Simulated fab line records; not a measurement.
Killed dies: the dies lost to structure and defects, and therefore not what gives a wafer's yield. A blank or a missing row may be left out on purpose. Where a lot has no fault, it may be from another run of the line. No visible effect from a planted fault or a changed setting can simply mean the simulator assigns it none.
Which tool was responsible? / flow rit cmos / 14 lots with 42 wafers sampled at 5 steps, on a route of 202 steps

WHAT THE GAUGES SHOWED, per wafer
RIT_GATE_CD_MEAS_16: target cd 150 nm.
lot=L454; measured=day 2 14:11; on=cd sem-02; cd nm (nm)=150 148 147
lot=L455; measured=day 2 22:59; on=cd sem-01; cd nm (nm)=153 150 152
lot=L456; measured=day 3 00:51; on=cd sem-01; cd nm (nm)=145 148 147
lot=L457; measured=day 3 04:52; on=cd sem-01; cd nm (nm)=149 151 149
lot=L461; measured=day 4 00:37; on=cd sem-01; cd nm (nm)=153 155 154
lot=L464; measured=day 4 18:42; on=cd sem-01; cd nm (nm)=153 151 153
lot=L467; measured=day 5 10:49; on=cd sem-01; cd nm (nm)=151 152 152
lot=L468; measured=day 5 11:26; on=cd sem-02; cd nm (nm)=149 150 148
lot=L470; measured=day 6 01:25; on=cd sem-02; cd nm (nm)=144 142 143
lot=L471; measured=day 6 07:34; on=cd sem-02; cd nm (nm)=145 148 148
lot=L473; measured=day 6 12:29; on=cd sem-01; cd nm (nm)=149 152 151
lot=L474; measured=day 6 21:59; on=cd sem-02; cd nm (nm)=150 149 149
lot=L476; measured=day 7 08:01; on=cd sem-01; cd nm (nm)=148 148 147
lot=L477; measured=day 7 12:08; on=cd sem-02; cd nm (nm)=151 150 149

RIT_PSD_OVL_MEAS_06.
lot=L454; measured=day 3 03:52; on=overlay-01; PSD_OVL (nm)=0.1 0.7 -0.6
lot=L455; measured=day 3 10:42; on=overlay-02; PSD_OVL (nm)=-2.0 -1.4 -1.9
lot=L456; measured=day 3 13:17; on=overlay-02; PSD_OVL (nm)=-0.7 1.3 0.2
lot=L457; measured=day 3 16:34; on=overlay-01; PSD_OVL (nm)=0.5 1.5 0.2
lot=L461; measured=day 4 14:30; on=overlay-01; PSD_OVL (nm)=0.6 0.4 1.5
lot=L464; measured=day 5 07:17; on=overlay-01; PSD_OVL (nm)=-2.4 -2.9 -1.4
lot=L467; measured=day 5 22:09; on=overlay-02; PSD_OVL (nm)=0.9 0.2 0.4
lot=L468; measured=day 5 23:51; on=overlay-02; PSD_OVL (nm)=2.1 -0.6 -1.7
lot=L470; measured=day 6 15:49; on=overlay-01; PSD_OVL (nm)=1.5 0.4 -0.6
lot=L471; measured=day 6 19:50; on=overlay-01; PSD_OVL (nm)=-2.0 -1.5 -1.4
lot=L473; measured=day 7 00:22; on=overlay-01; PSD_OVL (nm)=0.9 2.1 -0.2
lot=L474; measured=day 7 10:44; on=overlay-01; PSD_OVL (nm)=-0.4 -0.2 -2.4
lot=L476; measured=day 7 19:55; on=overlay-01; PSD_OVL (nm)=0.8 1.4 0.9
lot=L477; measured=day 7 23:53; on=overlay-02; PSD_OVL (nm)=-1.9 0.1 -1.8

RIT_CONTACT_THK_MEAS_01.
lot=L454; measured=day 3 05:55; on=film metro-01; CONTACT_TEOS_THK (nm)=399 400 408
lot=L455; measured=day 3 12:44; on=film metro-04; CONTACT_TEOS_THK (nm)=399 398 407
lot=L456; measured=day 3 15:20; on=film metro-01; CONTACT_TEOS_THK (nm)=392 396 395
lot=L457; measured=day 3 18:47; on=film metro-03; CONTACT_TEOS_THK (nm)=392 407 404
lot=L461; measured=day 4 16:34; on=film metro-01; CONTACT_TEOS_THK (nm)=148 149 151
lot=L464; measured=day 5 09:26; on=film metro-04; CONTACT_TEOS_THK (nm)=147 150 155
lot=L467; measured=day 6 00:13; on=film metro-03; CONTACT_TEOS_THK (nm)=400 391 402
lot=L468; measured=day 6 01:58; on=film metro-01; CONTACT_TEOS_THK (nm)=399 395 397
lot=L470; measured=day 6 17:52; on=film metro-01; CONTACT_TEOS_THK (nm)=396 399 397
lot=L471; measured=day 6 21:54; on=film metro-04; CONTACT_TEOS_THK (nm)=397 402 397
lot=L473; measured=day 7 02:35; on=film metro-03; CONTACT_TEOS_THK (nm)=400 410 400
lot=L474; measured=day 7 12:49; on=film metro-03; CONTACT_TEOS_THK (nm)=405 412 407
lot=L476; measured=day 7 21:59; on=film metro-04; CONTACT_TEOS_THK (nm)=392 407 405
lot=L477; measured=day 8 01:59; on=film metro-03; CONTACT_TEOS_THK (nm)=399 399 405

RIT_M1_CD_MEAS_90: target cd 2600 nm.
lot=L454; measured=day 3 10:25; on=cd sem-02; cd nm (nm)=2606.2 2602.8 2601.9
lot=L455; measured=day 3 17:30; on=cd sem-02; cd nm (nm)=2603.1 2604.6 2602.4
lot=L456; measured=day 3 19:52; on=cd sem-02; cd nm (nm)=2600.1 2604.3 2598.9
lot=L457; measured=day 3 23:39; on=cd sem-01; cd nm (nm)=2605.2 2604.0 2605.6
lot=L461; measured=day 4 21:13; on=cd sem-02; cd nm (nm)=2599.4 2601.8 2600.7
lot=L464; measured=day 5 14:08; on=cd sem-02; cd nm (nm)=2600.1 2597.4 2597.4
lot=L467; measured=day 6 04:48; on=cd sem-02; cd nm (nm)=2598.5 2596.9 2599.4
lot=L468; measured=day 6 06:40; on=cd sem-02; cd nm (nm)=2600.1 2604.6 2601.1
lot=L470; measured=day 6 22:38; on=cd sem-02; cd nm (nm)=2601.8 2604.1 2600.4
lot=L471; measured=day 7 02:27; on=cd sem-02; cd nm (nm)=2599.3 2600.9 2602.9
lot=L473; measured=day 7 07:04; on=cd sem-02; cd nm (nm)=2600.4 2602.1 2601.7
lot=L474; measured=day 7 17:22; on=cd sem-02; cd nm (nm)=2594.0 2594.8 2592.7
lot=L476; measured=day 8 02:37; on=cd sem-02; cd nm (nm)=2600.5 2603.6 2603.2
lot=L477; measured=day 8 06:58; on=cd sem-01; cd nm (nm)=2597.3 2602.5 2603.1

EACH LOT AND THE TOOL THAT RAN IT (in order: tool; ch and the chambers of the sampled wafers; start)
lot=L454; RIT_CONTACT_CVD_00=pecvd-01 ch 0,1,2, day 3 05:51
lot=L455; RIT_CONTACT_CVD_00=pecvd-04 ch 0,2, day 3 12:41
lot=L456; RIT_CONTACT_CVD_00=pecvd-02 ch 0,1,2, day 3 15:17
lot=L457; RIT_CONTACT_CVD_00=pecvd-01 ch 1,2, day 3 18:44
lot=L461; RIT_CONTACT_CVD_00=pecvd-04 ch 0,1, day 4 16:31
lot=L464; RIT_CONTACT_CVD_00=pecvd-04 ch 0,1, day 5 09:23
lot=L467; RIT_CONTACT_CVD_00=pecvd-02 ch 0,2, day 6 00:10
lot=L468; RIT_CONTACT_CVD_00=pecvd-01 ch 0,1,2, day 6 01:55
lot=L470; RIT_CONTACT_CVD_00=pecvd-02 ch 0,1, day 6 17:48
lot=L471; RIT_CONTACT_CVD_00=pecvd-01 ch 0,1,2, day 6 21:50
lot=L473; RIT_CONTACT_CVD_00=pecvd-02 ch 0,1,2, day 7 02:32
lot=L474; RIT_CONTACT_CVD_00=pecvd-01 ch 0,1, day 7 12:44
lot=L476; RIT_CONTACT_CVD_00=pecvd-02 ch 0,1,2, day 7 21:55
lot=L477; RIT_CONTACT_CVD_00=pecvd-01 ch 1,2, day 8 01:55
- RIT_CONTACT_CVD_00: deposits SiO2 from TEOS, target thk 400 nm, time 61 s.

WHAT THE TOOLS THEMSELVES READ (means of the sampled wafers that have a number; where no wafer has one, the mark that the record gives instead)
RIT_CONTACT_CVD_00.
lot=L454; tool=pecvd-01; heater power w (W)=313
lot=L455; tool=pecvd-04; heater power w (W)=258
lot=L456; tool=pecvd-02; heater power w (W)=337
lot=L457; tool=pecvd-01; heater power w (W)=291
lot=L461; tool=pecvd-04; heater power w (W)=289
lot=L464; tool=pecvd-04; heater power w (W)=238
lot=L467; tool=pecvd-02; heater power w (W)=316
lot=L468; tool=pecvd-01; heater power w (W)=332
lot=L470; tool=pecvd-02; heater power w (W)=304
lot=L471; tool=pecvd-01; heater power w (W)=331
lot=L473; tool=pecvd-02; heater power w (W)=333
lot=L474; tool=pecvd-01; heater power w (W)=314
lot=L476; tool=pecvd-02; heater power w (W)=336
lot=L477; tool=pecvd-01; heater power w (W)=289

THE ANSWER, worked out from the rows above alone
Rule: what is usual is taken from the lots themselves. Put in order of their means at a reading, lots are off if they are a third of the lots or fewer, leave a main group of 4 or more, and stand apart from it by a gap of 3 or more times the standard deviation of the main group's means; of several such gaps the widest counts. A main group whose means are all the same, to the digits that the tables above print for the reading, isn't used. A lot without any number at a reading at which 4 lots or more have one is off too. The other lots that the step has rows for count as sound. After the gauges, taken in route order, come the tools' own readings; for these a lot's mean is taken, as printed above. The first step at which some lot is off is used, and at that step the reading that is off furthest; a lot without a number counts as furthest.
Off: L461, L464, seen at RIT_CONTACT_THK_MEAS_01 (CONTACT_TEOS_THK). The main group: mean 400 nm, standard deviation 3.4.
A tool fits if, at a process step before that reading, it ran every lot that is off, and no sound lot after the first of them. Gauges at RIT_CONTACT_THK_MEAS_01: tried the same way as those tools. One candidate fits, namely pecvd-04 at RIT_CONTACT_CVD_00. Its last sound lot is L455 (day 3 12:41), its first lot that is off L461 (day 4 16:31): a fault that began between those two fits.

WHAT THE SIMULATOR PUT IN
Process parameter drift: pecvd-04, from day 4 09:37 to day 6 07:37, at RIT_CONTACT_CVD_00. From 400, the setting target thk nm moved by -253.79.
Lots struck among those shown: L461, L464. Same finding as the rule above.
